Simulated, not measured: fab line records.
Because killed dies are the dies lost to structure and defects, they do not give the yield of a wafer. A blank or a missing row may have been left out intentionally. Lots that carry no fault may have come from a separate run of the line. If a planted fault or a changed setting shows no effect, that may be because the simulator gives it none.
Lot-split experiment + flow berkeley_cmos170 + 27 wafers read across 5 lots, on a route 331 steps long

== THE SPLIT ITSELF ==
At UCB170_ZERO_ETCH_06 (etches SiO2 in CHF3/CF4/Ar, time 12 s), the setting target_depth_a was moved away from the recipe's 516 angstrom on 6 of the 27 wafers read, by -36.8% to -31.6%. For the rest of the wafers, this setting stayed at what the recipe calls for.

The split's own step is where the reading is taken.

== THE READING ==
oes_product_au, in a.u., at UCB170_ZERO_ETCH_06 (etches SiO2 in CHF3/CF4/Ar, time 12 s). Typical for fault-free wafers on this fab line: 0.617 a.u., with standard deviation 0.0097 a.u.

| wafer  | tool, chamber at the split | target_depth_a as run, angstrom | against the recipe | oes_product_au, a.u. | against lot-mates on the recipe |
|--------|----------------------------|---------------------------------|--------------------|----------------------|---------------------------------|
| L076.1 | rie_diel-01, 2             | 325.9                           | -36.8%             | 0.758                | +0.138                          |
| L076.2 | rie_diel-01, 1             | 516                             | recipe             | 0.612                | -                               |
| L076.3 | rie_diel-01, 3             | 516                             | recipe             | 0.620                | -                               |
| L076.4 | rie_diel-01, 0             | 325.9                           | -36.8%             | 0.767                | +0.147                          |
| L076.5 | rie_diel-01, 0             | 516                             | recipe             | 0.629                | -                               |
| L076.6 | rie_diel-01, 3             | 325.9                           | -36.8%             | 0.761                | +0.141                          |
| L079.1 | rie_diel-02, 2             | 516                             | recipe             | 0.629                | -                               |
| L079.2 | rie_diel-02, 3             | 516                             | recipe             | 0.615                | -                               |
| L079.3 | rie_diel-02, 0             | 516                             | recipe             | 0.604                | -                               |
| L079.4 | rie_diel-02, 1             | 516                             | recipe             | 0.619                | -                               |
| L079.5 | rie_diel-02, 0             | 516                             | recipe             | 0.598                | -                               |
| L079.6 | rie_diel-02, 1             | 516                             | recipe             | 0.610                | -                               |
| L080.3 | rie_diel-01, 2             | 516                             | recipe             | 0.604                | -                               |
| L080.4 | rie_diel-01, 0             | 516                             | recipe             | 0.626                | -                               |
| L080.6 | rie_diel-01, 2             | 516                             | recipe             | 0.614                | -                               |
| L083.1 | rie_diel-03, 2             | 516                             | recipe             | 0.611                | -                               |
| L083.2 | rie_diel-03, 3             | 516                             | recipe             | 0.597                | -                               |
| L083.3 | rie_diel-03, 0             | 353.1                           | -31.6%             | 0.750                | +0.140                          |
| L083.4 | rie_diel-03, 1             | 353.1                           | -31.6%             | 0.729                | +0.119                          |
| L083.5 | rie_diel-03, 2             | 353.1                           | -31.6%             | 0.732                | +0.122                          |
| L083.6 | rie_diel-03, 1             | 516                             | recipe             | 0.621                | -                               |
| L085.1 | rie_diel-01, 3             | 516                             | recipe             | 0.629                | -                               |
| L085.2 | rie_diel-01, 1             | 516                             | recipe             | 0.611                | -                               |
| L085.3 | rie_diel-01, 0             | 516                             | recipe             | 0.625                | -                               |
| L085.4 | rie_diel-01, 0             | 516                             | recipe             | 0.626                | -                               |
| L085.5 | rie_diel-01, 1             | 516                             | recipe             | 0.616                | -                               |
| L085.6 | rie_diel-01, 3             | 516                             | recipe             | 0.627                | -                               |

THE FIT
A straight line over all 27 wafers: oes_product_au changes by -0.0039 a.u. for each +1% of target_depth_a; r = -0.99; the points scatter about the line by 0.0097 a.u.
The same after taking each lot's own level away (the mean of its wafers on the recipe; 27 wafers): -0.00392 a.u. for each +1%; r = -0.99; scatter 0.0087 a.u.
According to that fit, moving target_depth_a by its largest amount changes the reading by 0.14 a.u.
Measured against the standard deviation above, the lots' own levels, which go from 0.6097 to 0.6223 a.u., span 1.3 times it.
Consequently the slope shifts little with the lot-to-lot level, the two slopes agreeing.
Check: for one of the wafers moved furthest among these (-36.8%), held out of the fit, the line's prediction against its lot-mates is +0.146 a.u. It came out at +0.138 a.u. against them.
Tool readings at the split's step, against how far the setting was moved: oes_product_au r = -0.99.

== OTHER SPLITS ON THESE WAFERS ==
Before the reading, these wafers also passed through other splits. Each is held against what the fit with the lots' levels taken away leaves over:
| other split on the same wafers      | wafers away from the commonest value | r with oes_product_au (lot level and that fit taken away) |
|-------------------------------------|--------------------------------------|-----------------------------------------------------------|
| UCB170_START_OXIDATION_02 ox_time_s | 18                                   | -0.03                                                     |

== FILE'S OWN FIT ==
oes_product_au changes by -0.00392 a.u. for each +1% of target_depth_a, r = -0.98.
